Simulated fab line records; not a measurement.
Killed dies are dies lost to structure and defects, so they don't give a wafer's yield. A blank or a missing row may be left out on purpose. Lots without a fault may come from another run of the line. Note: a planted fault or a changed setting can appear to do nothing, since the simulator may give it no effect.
Which tool was responsible? || flow berkeley-cmos170 || at 1 step of a route of 331, 7 lots with 21 wafers sampled

## WHAT THE GAUGES READ, wafer by wafer
UCB170_GATE_OVL_MEAS_13.
{"lot": "L806", "measured": "day 7 19:04", "on": "overlay-01", "GATE_OVL (nm)": "-9 -8 -7"}
{"lot": "L809", "measured": "day 8 20:03", "on": "overlay-01", "GATE_OVL (nm)": "5 2 -2"}
{"lot": "L808", "measured": "day 8 20:35", "on": "overlay-02", "GATE_OVL (nm)": "-7 -6 -6"}
{"lot": "L812", "measured": "day 8 21:02", "on": "overlay-01", "GATE_OVL (nm)": "3 5 5"}
{"lot": "L815", "measured": "day 10 04:11", "on": "overlay-02", "GATE_OVL (nm)": "-7 -3 -12"}
{"lot": "L817", "measured": "day 10 10:44", "on": "overlay-01", "GATE_OVL (nm)": "3 1 1"}
{"lot": "L820", "measured": "day 10 19:51", "on": "overlay-02", "GATE_OVL (nm)": "-9 -4 0"}

## WHICH TOOL RAN EACH LOT (tool, then ch and the chambers of the sampled wafers, then the start)
Record: no process step prior to these readings.

## THE ANSWER, worked out from the rows above alone
Rule: the lots themselves supply what counts as usual. Put in order of their means at a reading, lots are off if they are a third of the lots or fewer, leave a main group of 4 or more, and stand apart from it by a gap of 3 or more times the standard deviation of the main group's means; of several such gaps the widest counts. The tables above print the reading to a certain number of digits; a main group whose means all agree to those digits is not used. A lot without any number at a reading at which 4 lots or more have one is off too. Any other lot the step has rows for is counted as sound.
Nothing can be told from this: no lot is off at any reading shown.

## WHAT WAS PUT IN BY THE SIMULATOR
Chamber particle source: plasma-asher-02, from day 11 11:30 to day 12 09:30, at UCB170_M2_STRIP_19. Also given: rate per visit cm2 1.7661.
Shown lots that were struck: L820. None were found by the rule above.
